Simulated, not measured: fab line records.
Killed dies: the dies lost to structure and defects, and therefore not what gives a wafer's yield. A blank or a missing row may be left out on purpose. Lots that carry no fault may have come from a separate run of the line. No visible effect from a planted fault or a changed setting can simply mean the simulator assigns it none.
A lot that was struck, set against a sound lot	flow berkeley-cmos170	16 steps out of a route of 331
Sound: these wafers, L598.1, L598.2, L598.5. The struck wafers were L610.3, L610.5, L610.6. The cause comes at the end.
For every step that has rows: the tool of each side, followed by ch and its chambers, followed by its first start. Under that, the readings that differ: sound wafers	struck wafers	difference of the means	sigmas: that difference in standard deviations of wafers without a fault.
alike: readings whose means differ by less than 2 such deviations, and words and numbers that are the same on both sides. not compared: withheld readings, readings that some wafer has no value for, bounds like >300 that may hide the same value, and numbers for which the record gives no deviation and whose values overlap.
Wherever a step has rows on one side only, a row that says differs or no value, or a row with sigmas, the two part there. Numbers that have no deviation but don't overlap get no sigmas and don't part them. A reading missing from all wafers of one side parts the sides only when that side holds two or more wafers.

first, 1 step without rows for these wafers: UCB170_M3_SOFTBAKE_06 (time 60 s).
UCB170_M3_STRIP_07: strips in O2.
  sound on plasma-asher-01 ch 0,1, day 9 05:01; struck on plasma-asher-02 ch 0,1, day 10 20:16
  alike: drypump-motor-current-A, oes-product-au, strip-time-to-endpoint-s
  not compared: rf-hours-counter-h
then, 7 steps without rows for these wafers: UCB170_M3_STRIP_08 (strips KrF in DMSO, time 600 s); UCB170_M3_COAT_09; UCB170_M3_COAT_10 (resist thk 900 nm); UCB170_M3_SOFTBAKE_11 (time 60 s); UCB170_M3_EXPOSE_12 (exposes mask METAL3, target cd 700 nm); UCB170_M3_PEB_13; UCB170_M3_DEVELOP_14 (develop time 45 s).
UCB170_M3_CD_MEAS_15 targets a cd of 700 nm.
  sound: cd-sem-01 at day 9 06:29; struck: cd-sem-02 at day 10 22:59
  alike: cd-nm
UCB170_M3_OVL_MEAS_16:
  sound: overlay-01 at day 9 06:37; struck: overlay-02 at day 10 23:05
  alike: M3_OVL
UCB170_M3_ETCH_17: etches BARC in N2/H2.
  sound on rie-diel-03 ch 2,3, day 9 06:38; struck on rie-diel-03 ch 0,2, day 10 23:07
  alike: drypump-motor-current-A, oes-product-au, rf-fwd-power-W, throttle-valve-pct
UCB170_M3_METAL_ETCH_18: etches Al in Cl2/BCl3, stops on SiO2, target depth 1170 nm, time 195 s.
  sound on rie-metal-01 ch 0,1, day 9 06:41; struck on rie-metal-01 ch 0,1, day 10 23:13
reading	sound	struck	difference	sigmas
oes-product-au (a.u.)	0.837 0.866 0.838	0.711 0.756 0.705	-0.123	-7
model.M3.feature-depth-nm (nm)	940.2 938.8 951.7	643.3 678.9 642	-288.8	
model.KrF_of_M3_COAT_10.thk-nm (nm)	238.2 196.3 232.9	510.7 494.1 514.9	+284.1	
model.etch.depth-nm (nm)	886.4 881.1 897.4	643.3 678.9 642	-233.6	
  alike: drypump-motor-current-A, rf-fwd-power-W, throttle-valve-pct
  not compared: rf-hours-counter-h
UCB170_M3_STRIP_19: strips in O2.
  sound on plasma-asher-02 ch 0,1, day 9 06:52; struck on plasma-asher-03 ch 0,1, day 10 23:22
reading	sound	struck	difference	sigmas
oes-product-au (a.u.)	0.568 0.522 0.560	0.725 0.717 0.726	+0.173	+9
  alike: drypump-motor-current-A
  not compared: rf-hours-counter-h
UCB170_M3_CD_MEAS_90 targets a cd of 700 nm.
  sound: cd-sem-01 at day 9 06:59; struck: cd-sem-01 at day 10 23:29
reading	sound	struck	difference	sigmas
cd-nm (nm)	696 703 694	722 720 720	+23	+7
UCB170_M3_BOW_MEAS_20:
  sound: film-metro-03 at day 9 07:06; struck: film-metro-03 at day 10 23:36
  alike: M3_BOW

WHERE THEY PART
First at UCB170_M3_METAL_ETCH_18; last, within this record, at UCB170_M3_CD_MEAS_90. Later steps at which nothing parts them and some readings are alike: UCB170_M3_BOW_MEAS_20.

WHY: what the simulator had put in
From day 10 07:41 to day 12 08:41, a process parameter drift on rie-metal-01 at UCB170_M3_METAL_ETCH_18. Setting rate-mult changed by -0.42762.
